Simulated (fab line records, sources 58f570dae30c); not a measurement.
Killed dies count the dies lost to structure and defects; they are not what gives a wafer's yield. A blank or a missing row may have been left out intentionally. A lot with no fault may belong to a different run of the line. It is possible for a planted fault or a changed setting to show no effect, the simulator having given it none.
Which tool is to blame? | flow berkeley-cmos170 | Sampling: 13 lots, 37 wafers, 6 of 331 route steps

## WHAT THE GAUGES READ, wafer by wafer
UCB170_PLDD_OVL_MEAS_07. Usual: for PLDD_OVL the level is 1 nm and the standard deviation is 6.5.
lot  | measured     | on         | PLDD_OVL (nm) | flag
L479 | day 6 19:16  | overlay-01 | -9 -9 -15     |
L481 | day 6 20:16  | overlay-01 | 1 4 4         |
L482 | day 7 08:01  | overlay-02 | 1 3 -9        |
L483 | day 7 21:07  | overlay-01 | 3 0 -1        |
L484 | day 7 21:31  | overlay-01 | 0 3 -2        |
L487 | day 8 13:29  | overlay-01 | 0 1 -5        |
L488 | day 8 23:55  | overlay-01 | -9 -5 -6      |
L491 | day 8 23:20  | overlay-02 | -7 -5 -1      |
L489 | day 8 23:41  | overlay-02 | 14 10 18      |
L492 | day 9 12:46  | overlay-01 | 1 5 -8        |
L494 | day 9 13:46  | overlay-02 | 1 0 2         |
L496 | day 9 13:37  | overlay-02 | -3 -1 -7      |
L501 | day 11 01:13 | overlay-02 | 2             |

UCB170_NLDD_CD_MEAS_06: target cd 1200 nm. Usual: cd-nm at 1199.7 nm, with a standard deviation of 1.6.
lot  | measured     | on        | cd-nm (nm)           | flag
L479 | day 6 21:26  | cd-sem-01 | 1199.9 1200.1 1199.7 |
L481 | day 6 22:11  | cd-sem-01 | 1200.4 1202.4 1202.1 |
L482 | day 7 09:44  | cd-sem-02 | 1199.3 1200.5 1200.8 |
L483 | day 7 23:23  | cd-sem-01 | 1199.3 1200.0 1198.9 |
L484 | day 7 23:39  | cd-sem-02 | 1200.8 1201.3 1201.1 |
L487 | day 8 15:50  | cd-sem-02 | 1199.8 1201.3 1201.6 |
L488 | day 9 02:32  | cd-sem-01 | 1196.8 1197.8 1196.7 |
L491 | day 9 01:50  | cd-sem-02 | 1200.9 1199.1 1200.0 |
L489 | day 9 02:14  | cd-sem-01 | 1200.5 1199.8 1202.1 |
L492 | day 9 14:44  | cd-sem-02 | 1201.1 1199.0 1199.8 |
L494 | day 9 16:20  | cd-sem-01 | 1198.4 1198.0 1199.3 |
L496 | day 9 16:01  | cd-sem-01 | 1198.4 1199.2 1200.5 |
L501 | day 11 04:21 | cd-sem-01 | 1200.4               |

UCB170_M1_CD_MEAS_90: target cd 700 nm. Usual: cd-nm at 699.8 nm, with a standard deviation of 2.7.
lot  | measured     | on        | cd-nm (nm)        | flag
L479 | day 7 15:19  | cd-sem-02 | 701.5 700.9 700.0 |
L481 | day 7 16:56  | cd-sem-01 | 698.4 695.2 694.8 |
L482 | day 8 06:56  | cd-sem-02 | 700.1 698.7 699.5 |
L483 | day 8 20:11  | cd-sem-01 | 696.0 696.0 695.1 |
L484 | day 8 22:55  | cd-sem-02 | 695.2 700.2 697.0 |
L487 | day 9 14:35  | cd-sem-01 | 700.0 702.7 699.9 |
L488 | day 10 05:31 | cd-sem-01 | 703.3 701.5 705.7 |
L491 | day 10 04:56 | cd-sem-01 | 702.9 701.4 699.2 |
L489 | day 10 05:34 | cd-sem-02 | 700.1 698.7 702.0 |
L492 | day 10 15:04 | cd-sem-02 | 702.4 699.7 696.4 |
L494 | day 10 20:31 | cd-sem-01 | 702.9 701.1 700.9 |
L496 | day 10 19:42 | cd-sem-01 | 695.4 693.8 697.9 |
L501 | day 12 02:24 | cd-sem-01 | 676.5             | OFF

## WHICH TOOL RAN EACH LOT (tool, then ch and the chambers of the sampled wafers, then the start)
lot  | UCB170_PVT_STRIP_08                 | UCB170_M1_METAL_ETCH_12           | UCB170_M1_STRIP_13
L479 | plasma-asher-04 ch 0,1, day 6 06:04 | rie-metal-01 ch 0,1, day 7 14:40  | plasma-asher-04 ch 0,1, day 7 14:47
L481 | plasma-asher-01 ch 0,1, day 6 07:14 | rie-metal-04 ch 0, day 7 16:34    | plasma-asher-04 ch 0,1, day 7 16:50
L482 | plasma-asher-02 ch 0,1, day 6 20:44 | rie-metal-04 ch 0,1, day 8 06:41  | plasma-asher-04 ch 0,1, day 8 06:48
L483 | plasma-asher-02 ch 0,1, day 7 05:34 | rie-metal-02 ch 0,1, day 8 19:58  | plasma-asher-01 ch 0,1, day 8 20:05
L484 | plasma-asher-04 ch 0,1, day 7 05:50 | rie-metal-04 ch 0,1, day 8 22:40  | plasma-asher-01 ch 1, day 8 22:48
L487 | plasma-asher-01 ch 0,1, day 7 23:11 | rie-metal-01 ch 0,1, day 9 14:22  | plasma-asher-02 ch 0,1, day 9 14:29
L488 | plasma-asher-04 ch 0,1, day 8 08:13 | rie-metal-02 ch 0,1, day 10 05:13 | plasma-asher-01 ch 0,1, day 10 05:21
L491 | plasma-asher-01 ch 0,1, day 8 08:31 | rie-metal-01 ch 0,1, day 10 04:19 | plasma-asher-01 ch 0,1, day 10 04:26
L489 | plasma-asher-04 ch 0,1, day 8 08:46 | rie-metal-01 ch 0,1, day 10 05:20 | plasma-asher-02 ch 0,1, day 10 05:28
L492 | plasma-asher-01 ch 0,1, day 8 18:25 | rie-metal-02 ch 0,1, day 10 14:50 | plasma-asher-04 ch 0,1, day 10 14:57
L494 | plasma-asher-02 ch 0,1, day 8 18:32 | rie-metal-02 ch 0,1, day 10 20:14 | plasma-asher-02 ch 0,1, day 10 20:22
L496 | plasma-asher-01 ch 0,1, day 8 18:43 | rie-metal-04 ch 0,1, day 10 19:28 | plasma-asher-02 ch 0,1, day 10 19:35
L501 | plasma-asher-04 ch 1, day 10 09:22  | rie-metal-02 ch 0, day 12 02:09   | plasma-asher-02 ch 0, day 12 02:16
- UCB170_PVT_STRIP_08: strips in O2.
- UCB170_M1_METAL_ETCH_12: etches Al in Cl2/BCl3, stops on PSG, target depth 780 nm, time 130 s.
- UCB170_M1_STRIP_13: strips in O2.

## WHAT THE TOOLS THEMSELVES READ (means of the sampled wafers that have a number; where no wafer has one, the mark that the record gives instead)
UCB170_PVT_STRIP_08. Usual: drypump-motor-current-A 5.38 A, standard deviation 0.28; oes-product-au 0.735 a.u., standard deviation 0.0043; strip-time-to-endpoint-s 21.63 s, standard deviation 0.065.
lot  | tool            | drypump-motor-current-A (A) | oes-product-au (a.u.) | strip-time-to-endpoint-s (s) | flag
L479 | plasma-asher-04 | 5.11                        | 0.736                 | 21.59                        |
L481 | plasma-asher-01 | 5.47                        | 0.730                 | 21.59                        |
L482 | plasma-asher-02 | 5.48                        | 0.737                 | 21.65                        |
L483 | plasma-asher-02 | 5.46                        | 0.739                 | 21.69                        |
L484 | plasma-asher-04 | 5.21                        | 0.738                 | 21.60                        |
L487 | plasma-asher-01 | 5.69                        | 0.736                 | 21.59                        |
L488 | plasma-asher-04 | 5.13                        | 0.740                 | 21.63                        |
L491 | plasma-asher-01 | 5.71                        | 0.733                 | 21.59                        |
L489 | plasma-asher-04 | 5.11                        | 0.732                 | 21.56                        |
L492 | plasma-asher-01 | 5.70                        | 0.739                 | 21.59                        |
L494 | plasma-asher-02 | 5.48                        | 0.736                 | 21.73                        |
L496 | plasma-asher-01 | 5.46                        | 0.733                 | 21.62                        |
L501 | plasma-asher-04 | 4.97                        | 0.738                 | 21.68                        |

UCB170_M1_METAL_ETCH_12. Usual: drypump-motor-current-A 5.90 A, standard deviation 0.25; oes-product-au 0.855 a.u., standard deviation 0.015; run-length-s 158.2 s, standard deviation 0.45; throttle-valve-pct 24.5 %, standard deviation 0.44.
lot  | tool         | drypump-motor-current-A (A) | oes-product-au (a.u.) | run-length-s (s) | throttle-valve-pct (%) | flag
L479 | rie-metal-01 | 5.99                        | 0.860                 | 158.1            | 24.6                   |
L481 | rie-metal-04 | 5.81                        | 0.862                 | 158.5            | 23.8                   |
L482 | rie-metal-04 | 5.70                        | 0.863                 | 157.9            | 24.6                   |
L483 | rie-metal-02 | 6.06                        | 0.844                 | 158.4            | 24.5                   |
L484 | rie-metal-04 | 5.75                        | 0.859                 | 158.2            | 24.2                   |
L487 | rie-metal-01 | 6.04                        | 0.852                 | 158.0            | 24.6                   |
L488 | rie-metal-02 | 5.85                        | 0.839                 | 158.6            | 24.8                   |
L491 | rie-metal-01 | 6.07                        | 0.870                 | 158.0            | 24.6                   |
L489 | rie-metal-01 | 6.05                        | 0.868                 | 157.8            | 24.6                   |
L492 | rie-metal-02 | 5.85                        | 0.839                 | 158.9            | 24.8                   |
L494 | rie-metal-02 | 6.04                        | 0.853                 | 158.5            | 24.5                   |
L496 | rie-metal-04 | 5.72                        | 0.874                 | 158.0            | 24.6                   |
L501 | rie-metal-02 | 5.64                        | 0.646                 | 253.2            | 25.1                   | OFF

UCB170_M1_STRIP_13. Usual: drypump-motor-current-A 5.41 A, standard deviation 0.28; oes-product-au 0.720 a.u., standard deviation 0.0045.
lot  | tool            | drypump-motor-current-A (A) | oes-product-au (a.u.) | flag
L479 | plasma-asher-04 | 5.22                        | 0.716                 |
L481 | plasma-asher-04 | 5.10                        | 0.722                 |
L482 | plasma-asher-04 | 5.10                        | 0.719                 |
L483 | plasma-asher-01 | 5.70                        | 0.720                 |
L484 | plasma-asher-01 | 5.24                        | 0.720                 |
L487 | plasma-asher-02 | 5.42                        | 0.717                 |
L488 | plasma-asher-01 | 5.46                        | 0.716                 |
L491 | plasma-asher-01 | 5.71                        | 0.717                 |
L489 | plasma-asher-02 | 5.46                        | 0.722                 |
L492 | plasma-asher-04 | 5.12                        | 0.724                 |
L494 | plasma-asher-02 | 5.46                        | 0.719                 |
L496 | plasma-asher-02 | 5.47                        | 0.721                 |
L501 | plasma-asher-02 | 5.51                        | 0.469                 | OFF

## THE ANSWER, worked out from the rows above alone
Rule: a lot counts as off when the mean over its wafers that have a number is more than 3 standard deviations away from the usual mean. Also off: a lot with no number at a reading for which 4 or more lots have one. Any other lot the step has rows for is counted as sound. Order of review: gauges by route order, followed by the tools' own readings, for which a lot's mean as printed above is used. At the first step where some lot is off, the reading lying furthest off is the one used; lots without a number count as furthest.
Off at UCB170_M1_CD_MEAS_90 (cd-nm): L501.
A tool fits if, at a process step before that reading, it ran every lot that is off, and no sound lot after the first of them. Not tried: the gauges at UCB170_M1_CD_MEAS_90; whatever is off there is also off at UCB170_M1_METAL_ETCH_12, on other tools, and gauge error can't account for it. Can't be told from this: 3 tools fit, plasma-asher-04 at UCB170_PVT_STRIP_08, rie-metal-02 at UCB170_M1_METAL_ETCH_12, plasma-asher-02 at UCB170_M1_STRIP_13.

## WHAT THE SIMULATOR HAD INSERTED
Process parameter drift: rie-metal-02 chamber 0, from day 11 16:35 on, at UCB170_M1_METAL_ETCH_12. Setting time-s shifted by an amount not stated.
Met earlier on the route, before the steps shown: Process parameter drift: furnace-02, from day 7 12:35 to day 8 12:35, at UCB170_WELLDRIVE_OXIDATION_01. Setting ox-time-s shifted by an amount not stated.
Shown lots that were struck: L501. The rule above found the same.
